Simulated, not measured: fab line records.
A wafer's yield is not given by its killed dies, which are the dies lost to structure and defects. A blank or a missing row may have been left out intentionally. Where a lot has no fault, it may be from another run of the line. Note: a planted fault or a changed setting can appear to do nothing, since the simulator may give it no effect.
Shared-tool check + flow ritCmos + 14 lots, 42 wafers sampled

== WHY THIS WAS OPENED ==
At RIT_GATE_THK_MEAS_09 the reading GATE_POLY_THK is flagged on 2 of 14 lots. Wafers without a fault read 250.5 nm, standard deviation 2.3.
Rule: flag the lot when none of its wafers has a number, or when each of its wafers that has one lies beyond 4 standard deviations from that mean. The rest of the lots are taken to be sound.

| lot  | measured    | on           | GATE_POLY_THK (nm), wafer by wafer | flag    |
|------|-------------|--------------|------------------------------------|---------|
| L509 | day 2 16:44 | filmMetro-04 | 253.0 251.1 253.3                  |         |
| L510 | day 2 20:19 | filmMetro-02 | 247.0 248.3 249.7                  |         |
| L512 | day 3 04:37 | filmMetro-02 | 246.8 248.6 248.8                  |         |
| L513 | day 3 10:31 | filmMetro-04 | 265.7 264.4 267.1                  | FLAGGED |
| L514 | day 3 13:53 | filmMetro-03 | 247.7 245.9 248.2                  |         |
| L516 | day 4 00:03 | filmMetro-03 | 266.0 264.3 266.2                  | FLAGGED |
| L517 | day 4 07:37 | filmMetro-03 | 254.5 254.5 252.8                  |         |
| L523 | day 5 14:59 | filmMetro-02 | 251.7 250.8 252.4                  |         |
| L524 | day 5 21:26 | filmMetro-03 | 251.3 250.4 254.7                  |         |
| L527 | day 6 10:40 | filmMetro-03 | 253.8 252.7 254.0                  |         |
| L528 | day 6 23:12 | filmMetro-03 | 252.1 253.0 254.8                  |         |
| L530 | day 7 01:28 | filmMetro-03 | 249.1 247.7 247.8                  |         |
| L531 | day 7 07:44 | filmMetro-02 | 246.1 250.2 248.0                  |         |
| L532 | day 7 14:05 | filmMetro-03 | 248.9 249.5 249.4                  |         |
The mean of the flagged lots' numbers is 265.6 nm, +15.1 nm from the usual (+7 standard deviations).

== TOOL THAT RAN EACH LOT ==
Before the reading, the record contains 2 process steps out of a 202-step route. Read each cell as the tool, then ch plus the chambers that the sampled wafers visited, then the start.
| lot  | flag    | RIT_NWELL_STRIP_09                 | RIT_GATE_CVD_08            |
|------|---------|------------------------------------|----------------------------|
| L509 |         | plasmaAsher-03 ch 0, day 1 23:45   | lpcvd-02 ch 0, day 2 15:06 |
| L510 |         | plasmaAsher-04 ch 0,1, day 2 05:27 | lpcvd-02 ch 0, day 2 18:43 |
| L512 |         | plasmaAsher-04 ch 0,1, day 2 13:10 | lpcvd-01 ch 1, day 3 02:58 |
| L513 | FLAGGED | plasmaAsher-04 ch 0,1, day 2 17:52 | lpcvd-02 ch 1, day 3 08:53 |
| L514 |         | plasmaAsher-03 ch 0,1, day 2 23:21 | lpcvd-01 ch 1, day 3 12:14 |
| L516 | FLAGGED | plasmaAsher-03 ch 0,1, day 3 08:44 | lpcvd-02 ch 1, day 3 22:26 |
| L517 |         | plasmaAsher-02 ch 0,1, day 3 16:05 | lpcvd-01 ch 1, day 4 06:00 |
| L523 |         | plasmaAsher-03 ch 0,1, day 4 20:49 | lpcvd-01 ch 1, day 5 12:34 |
| L524 |         | plasmaAsher-02 ch 0,1, day 5 01:04 | lpcvd-01 ch 0, day 5 19:49 |
| L527 |         | plasmaAsher-04 ch 0,1, day 5 15:41 | lpcvd-02 ch 0, day 6 09:02 |
| L528 |         | plasmaAsher-02 ch 0, day 6 05:50   | lpcvd-01 ch 0, day 6 21:35 |
| L530 |         | plasmaAsher-03 ch 0,1, day 6 11:07 | lpcvd-02 ch 0, day 6 23:51 |
| L531 |         | plasmaAsher-02 ch 0,1, day 6 11:27 | lpcvd-02 ch 1, day 7 06:07 |
| L532 |         | plasmaAsher-04 ch 0,1, day 6 20:20 | lpcvd-02 ch 1, day 7 12:28 |
What these steps do:
- RIT_NWELL_STRIP_09: strips in O2, time 180 s.
- RIT_GATE_CVD_08: deposits poly-Si from SiH4, target thk 250 nm, time 2220 s.
- RIT_GATE_THK_MEAS_09

== FLAGGED OVER TOTAL, TOOL BY TOOL (the gauges that took the reading come last) ==
| step                 | tool           | lots run | flagged | share of the flagged lots | sound lots run after its first flagged lot |
|----------------------|----------------|----------|---------|---------------------------|--------------------------------------------|
| RIT_NWELL_STRIP_09   | plasmaAsher-02 | 4        | 0       | none                      | -                                          |
| RIT_NWELL_STRIP_09   | plasmaAsher-03 | 5        | 1       | some                      | 2 (L523,L530)                              |
| RIT_NWELL_STRIP_09   | plasmaAsher-04 | 5        | 1       | some                      | 2 (L527,L532)                              |
| RIT_GATE_CVD_08      | lpcvd-01       | 6        | 0       | none                      | -                                          |
| RIT_GATE_CVD_08      | lpcvd-02       | 8        | 2       | all                       | 4 (L527,L530,L531,L532)                    |
| RIT_GATE_THK_MEAS_09 | filmMetro-02   | 4        | 0       | none                      | -                                          |
| RIT_GATE_THK_MEAS_09 | filmMetro-03   | 8        | 1       | some                      | 6 (L517,L524,L527,L528,L530,L532)          |
| RIT_GATE_THK_MEAS_09 | filmMetro-04   | 2        | 1       | some                      | 0                                          |

== WHAT THE TABLE ALLOWS ==
In the table, 1 row covers all flagged lots: lpcvd-02 at RIT_GATE_CVD_08.
- lpcvd-02 at RIT_GATE_CVD_08: 2 of its 8 lots flagged. Sound lots ran on it after the first flagged one (L527, L530, L531, L532), which a lasting fault on the whole tool wouldn't allow.
Not one row of the table ran every flagged lot while running no sound lot after the first.

== WHAT WAS PUT IN BY THE SIMULATOR ==
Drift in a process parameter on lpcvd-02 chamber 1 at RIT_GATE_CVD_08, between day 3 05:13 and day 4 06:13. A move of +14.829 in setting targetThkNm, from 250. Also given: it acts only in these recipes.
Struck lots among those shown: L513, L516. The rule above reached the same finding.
